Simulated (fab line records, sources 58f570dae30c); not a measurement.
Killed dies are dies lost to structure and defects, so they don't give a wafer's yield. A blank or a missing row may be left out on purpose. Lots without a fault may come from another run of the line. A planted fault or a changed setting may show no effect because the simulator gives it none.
A struck lot beside a sound one | flow berkeley_cmos170 | 30 steps out of a route of 331
Sound: wafers L785.1, L785.3, L785.6. Struck: wafers L805.2, L805.4, L805.6. The cause comes at the end.
At each step with rows: each side's tool, then ch and its chambers, then its first start. Under that, the readings that differ: sound wafers | struck wafers | difference of the means | sigmas: that difference in standard deviations of wafers without a fault.
alike: readings whose means differ by less than 2 such deviations, and words and numbers that are the same on both sides. not compared: withheld readings, readings that some wafer has no value for, bounds like >300 that may hide the same value, and numbers for which the record gives no deviation and whose values overlap.
The two part at a step that has a row with sigmas, a row that says differs or no value, or rows on one side only. Numbers that don't overlap but have no deviation are shown without sigmas and don't part them. A reading that every wafer of one side lacks parts them only if that side has two wafers or more.

UCB170_PLDD_TW_MEAS_11:
  sound on film_metro-01, day 8 04:28; struck on film_metro-01, day 11 21:52
  alike: PLDD_TW
then, 7 steps without rows for these wafers: UCB170_PLDD_CLEAN_12 (cleans in SPM, time 600 s); UCB170_NLDD_HMDS_00 (prime time 60 s); UCB170_NLDD_COAT_01 (resist thk 900 nm); UCB170_NLDD_SOFTBAKE_02 (time 60 s); UCB170_NLDD_EXPOSE_03 (exposes mask NSELECT, target cd 1200 nm); UCB170_NLDD_PEB_04; UCB170_NLDD_DEVELOP_05 (develop time 45 s).
UCB170_NLDD_CD_MEAS_06: target cd 1200 nm.
  sound on cd_sem-01, day 8 06:10; struck on cd_sem-02, day 11 23:17
  alike: cd_nm
UCB170_NLDD_OVL_MEAS_07:
  sound on overlay-02, day 8 06:17; struck on overlay-01, day 11 23:24
  alike: NLDD_OVL
then, 2 steps without rows for these wafers: UCB170_NLDD_IMPLANT_08; UCB170_NLDD_IMPLANT_09.
UCB170_NLDD_STRIP_10: strips in O2.
  sound on plasma_asher-01 ch 0,1, day 8 06:38; struck on plasma_asher-01 ch 0,1, day 11 23:44
  no value came back on the struck wafers for any of 5 readings (chamber_pressure_mTorr (mTorr), drypump_motor_current_A (A) and others); on the sound wafers chamber_pressure_mTorr (mTorr) reads 3496 3497 3499
  reading                               | sound | struck            | difference | sigmas
  model.KrF_of_NLDD_COAT_01.thk_nm (nm) | 0 0 0 | 883.5 881.2 883.6 | +882.8     |
  not compared: rf_hours_counter_h
UCB170_NLDD_TW_MEAS_11:
  sound on film_metro-02, day 8 06:44; struck on film_metro-01, day 11 23:50
  alike: NLDD_TW
then, 1 step without rows for these wafers: UCB170_NLDD_CLEAN_12 (cleans in SPM, time 600 s).
UCB170_SPACER_CVD_00: deposits SiO2 from TEOS/O2, target thk 376 nm, time 45.89 s.
  sound on pecvd-03 ch 0,2, day 8 06:59; struck on pecvd-02 ch 1,2, day 12 00:05
  alike: heater_power_w, rf_fwd_power_W
UCB170_SPACER_THK_MEAS_01:
  sound on film_metro-02, day 8 07:01; struck on film_metro-03, day 12 00:08
  alike: SPACER_TEOS_THK
then, 1 step without rows for these wafers: UCB170_SPACER_ANNEAL_02 (time 1800 s).
UCB170_SPACER_ETCHBACK_03: etches SiO2 in CHF3/CF4/Ar, stops on Si, target depth 376 nm, time 100 s.
  sound on rie_diel-02 ch 1,2,3, day 8 14:00; struck on rie_diel-03 ch 2,3, day 12 02:04
  alike: drypump_motor_current_A, oes_product_au, rf_fwd_power_W, throttle_valve_pct
  not compared: rf_hours_counter_h
then, 6 steps without rows for these wafers: UCB170_PSD_HMDS_00 (prime time 60 s); UCB170_PSD_COAT_01 (resist thk 900 nm); UCB170_PSD_SOFTBAKE_02 (time 60 s); UCB170_PSD_EXPOSE_03 (exposes mask PSELECT MOD, target cd 1200 nm); UCB170_PSD_PEB_04; UCB170_PSD_DEVELOP_05 (develop time 45 s).
UCB170_PSD_CD_MEAS_06: target cd 1200 nm.
  sound on cd_sem-01, day 8 15:33; struck on cd_sem-01, day 12 04:09
  alike: cd_nm
UCB170_PSD_OVL_MEAS_07:
  sound on overlay-01, day 8 15:41; struck on overlay-01, day 12 04:15
  alike: PSD_OVL
then, 1 step without rows for these wafers: UCB170_PSD_IMPLANT_08.
UCB170_PSD_STRIP_09: strips in O2.
  sound on plasma_asher-02 ch 0,1, day 8 15:59; struck on plasma_asher-01 ch 0,1, day 12 04:26
  reading                      | sound             | struck            | difference | sigmas
  oes_product_au (a.u.)        | 0.598 0.601 0.596 | 0.667 0.670 0.668 | +0.070     | +16
  strip_time_to_endpoint_s (s) | 29.36 29.34 29.43 | 55.43 55.36 55.39 | +26.02     | +99 or more
  alike: chamber_pressure_mTorr, drypump_motor_current_A, o2_flow_sccm
  not compared: rf_hours_counter_h
UCB170_PSD_TW_MEAS_10:
  sound on film_metro-01, day 8 16:05; struck on film_metro-04, day 12 04:46
  reading | sound          | struck   | difference | sigmas
  PSD_TW  | 2349 2351 2362 | 30 30 30 | -2324      | -99 or more
  not compared: hold

WHERE THEY PART
First at UCB170_NLDD_STRIP_10; last, within this record, at UCB170_PSD_TW_MEAS_10.

WHY: what the simulator had put in
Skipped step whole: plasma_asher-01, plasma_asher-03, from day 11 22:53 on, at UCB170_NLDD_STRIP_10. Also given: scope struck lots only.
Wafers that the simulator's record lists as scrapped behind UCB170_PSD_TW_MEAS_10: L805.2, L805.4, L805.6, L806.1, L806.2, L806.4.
